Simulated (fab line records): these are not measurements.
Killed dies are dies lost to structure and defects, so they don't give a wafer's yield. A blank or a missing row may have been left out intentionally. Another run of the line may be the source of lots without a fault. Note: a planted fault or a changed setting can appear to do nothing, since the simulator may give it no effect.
One fault seen from 2 desks :: flow berkeley cmos170 :: each desk has only its own numbers; what lay behind them comes last

METROLOGY DESK
What the gauges read, lot by lot, whatever tool the lot ran on: means of the sampled wafers that have a number. Marked OUT: a lot whose mean sits more than 4 standard deviations from the usual mean, which makes it out of limits; the brackets give that distance.
Columns: A = cd nm at UCB170_CONTACT_CD_MEAS_15, usual 700.4 nm; B = M2_AL_RS at UCB170_M2_RS_MEAS_02, usual 0.0319 ohm/sq; C = M2_AL_THK at UCB170_M2_THK_MEAS_03, usual 903 nm
lot: L986
first seen here: day 7 08:31
A: 697.9
B: 0.0315
C: 920

lot: L988
first seen here: day 7 18:34
A: 701.0
B: 0.0318
C: 903

lot: L987
first seen here: day 7 23:23
A: 701.6
B: 0.0322
C: 891

lot: L989
first seen here: day 8 08:16
A: 700.8
B: 0.0316
C: 908

lot: L992
first seen here: day 9 00:43
A: 699.8
B: 0.0316
C: 913

lot: L991
first seen here: day 9 02:40
A: 703.4
B: 0.0319
C: 904

lot: L995
first seen here: day 9 06:02
A: 701.8
B: 0.0318
C: 911

lot: L994
first seen here: day 9 08:05
A: 698.5
B: 0.0315
C: 908

lot: L998
first seen here: day 9 09:16
A: 700.6
B: 0.0314
C: 910

lot: L999
first seen here: day 9 17:13
A: 700.1
B: 0.0319
C: 906

lot: L100
first seen here: day 9 20:33
A: 698.3
B: 0.0319
C: 907

lot: L102
first seen here: day 10 08:35
A: 699.4
B: 0.0293 (-7.2) OUT
C: 993 (+8.2) OUT

lot: L101
first seen here: day 10 13:41
A: 700.0
B: 0.0325
C: 883

lot: L104
first seen here: day 10 13:58
A: 700.4
B: 0.0292 (-7.6) OUT
C: 994 (+8.3) OUT
Per this desk, out of limits: L102, L104; the first was L102, day 10 15:58 (M2_AL_RS at UCB170_M2_RS_MEAS_02). Within limits: L986, L988, L987, L989, L992, L991, L995, L994, L998, L999, L100, L101.

FOR THE TOOL OWNER'S DESK: pvd sputter-03
The tool's own readings at UCB170_M2_SPUTTER_01 (material Al, target thk 900 nm, time 120 s): means of the sampled wafers that have a number, for each lot that ran on this tool. Marked OUT: a lot whose mean sits more than 4 standard deviations from the usual mean, which makes it out of limits; the brackets give that distance.
Columns: A = cathode dc power W at UCB170_M2_SPUTTER_01, usual 5999.9 W; B = chamber pressure pa at UCB170_M2_SPUTTER_01, usual 0.5001 Pa; C = throttle valve pct at UCB170_M2_SPUTTER_01, usual 29.9 %
lot: L988
first seen here: day 8 03:19
A: 6000.1
B: 0.4996
C: 30.6

lot: L991
first seen here: day 9 12:26
A: 6001.3
B: 0.5004
C: 29.7

lot: L994
first seen here: day 9 17:26
A: 6000.3
B: 0.5005
C: 29.6

lot: L998
first seen here: day 9 19:43
A: 5999.2
B: 0.5004
C: 29.7

lot: L999
first seen here: day 10 04:55
A: 6000.1
B: 0.4989
C: 30.7

lot: L102
first seen here: day 10 15:52
A: 6617.8 (+99 or more) OUT
B: 0.4998
C: 29.5

lot: L104
first seen here: day 11 00:59
A: 6617.7 (+99 or more) OUT
B: 0.5003
C: 29.4
This desk finds L102, L104 out of limits, L102 being first, at day 10 15:52 (cathode dc power W at UCB170_M2_SPUTTER_01). Within limits: L988, L991, L994, L998, L999.

TAKEN TOGETHER
On L102, L104, at day 10 15:52, an alarm was possible from the tool owner's desk.
The metrology desk could have raised an alarm at day 10 15:58, on L102, L104.
Every lot named ran UCB170_M2_SPUTTER_01 on pvd sputter-03.

WHAT THE SIMULATOR PUT IN
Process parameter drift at UCB170_M2_SPUTTER_01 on pvd sputter-03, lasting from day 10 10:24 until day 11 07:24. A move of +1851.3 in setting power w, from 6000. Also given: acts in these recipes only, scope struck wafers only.
Lots struck among those shown: L102, L104.
Time in hours from fault onset to the first out-of-limits reading at each desk: tool owner's desk 5, metrology desk 6.
